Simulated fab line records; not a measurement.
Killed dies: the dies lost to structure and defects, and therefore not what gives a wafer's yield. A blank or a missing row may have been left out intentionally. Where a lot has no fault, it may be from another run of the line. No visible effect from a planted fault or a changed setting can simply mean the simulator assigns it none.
8D (eight disciplines) problem report, filled in by code + flow berkeley_cmos170 + the parts of the form that need people (team, actions taken, sign-off) are left out

## 1. WHAT IS WRONG
Wafers free of any fault read -3 nm (standard deviation 5.2) for PSD_OVL at UCB170_PSD_OVL_MEAS_07, against a mean of -162 nm on 9 wafers of 3 lots. Measured from the usual mean, that is -30 standard deviations.
First seen on wafer L525.2, day 9 02:58, on overlay-01. The record has a number at this step for 45 wafers belonging to 15 lots. Rule for "out", or "out of limits": more than 4 standard deviations from the usual mean. All remaining wafers that have a number are taken as sound.

## 2. WHAT IT IS, WHAT IT ISN'T
| question                    | is                     | is not                                                                                                   |
|-----------------------------|------------------------|----------------------------------------------------------------------------------------------------------|
| which readings at this step | PSD_OVL                | -                                                                                                        |
| which lots                  | L525, L528, L529       | L516, L517, L518, L520, L523, L524, L527, L531, L532, L533, L534, L535                                   |
| which wafers of those lots  | all that have a number | -                                                                                                        |
| read on which gauges        | overlay-01, overlay-02 | -                                                                                                        |
| when                        | from day 9 02:58       | up to then (15 sound wafers); but 21 sound wafers of L524, L527, L531, L532, L533, L534, L535 came after |

## 3. SUSPECTS, AND WHAT RULES EACH OUT
Counting: any tool at a process step up to the reading is kept as a suspect provided that every lot that is out went through it and no sound lot did after the first of them.
- ruled out: the gauge at UCB170_PSD_OVL_MEAS_07. 2 gauges (overlay-01, overlay-02) read the wafers that are out.
- krf_scanner-01 at UCB170_PSD_EXPOSE_03 (exposes mask PSELECT MOD, target cd 1200 nm): kept. It processed each lot that is out, first L525 at day 9 02:28, and no sound lot thereafter; up to then, the last sound lot it processed was L518 at day 7 04:32.
After counting, what remains is krf_scanner-01 at UCB170_PSD_EXPOSE_03.

## 4. THE CAUSE (what the simulator had put in)
Scanner matching overlay: krf_scanner-01, from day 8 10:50 on, at UCB170_PSD_EXPOSE_03. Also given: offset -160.
After counting, this tool was the only one left.

## 5. THE CHAIN OF EFFECTS, in route order
Each row: a reading whose mean over the struck wafers that have a number lies more than 3 standard deviations from the usual. Only readings whose record carries a usual standard deviation are examined. hours: median over the lots of the time between each lot's start at the first step of this table that gives one and its start at this step. sigmas: the change, counted in usual standard deviations.
| hours | step                   | reading | usual | on struck wafers | change | sigmas |
|-------|------------------------|---------|-------|------------------|--------|--------|
| 0     | UCB170_PSD_OVL_MEAS_07 | PSD_OVL | -3 nm | -162             | -159   | -30    |
Later steps that measure or inspect, where all struck wafers having a row at the step show a number for every such reading and not one has moved that far: UCB170_NSD_CD_MEAS_06.

## 6. HOW IT WOULD HAVE BEEN CAUGHT EARLIER
In this record the first reading out of limits at a measuring or inspecting step was taken at day 9 02:58, 16 hours after the fault began at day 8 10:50.
Of the tool readings at UCB170_PSD_EXPOSE_03 for which the record gives a usual standard deviation, none was out on any struck wafer, so an alarm limit of 4 standard deviations on them would not have fired.
Lots out: 3; of these, L528, L529 started UCB170_PSD_EXPOSE_03 on krf_scanner-01 after day 9 02:58. A hold on the tool at that time would have spared those 2.
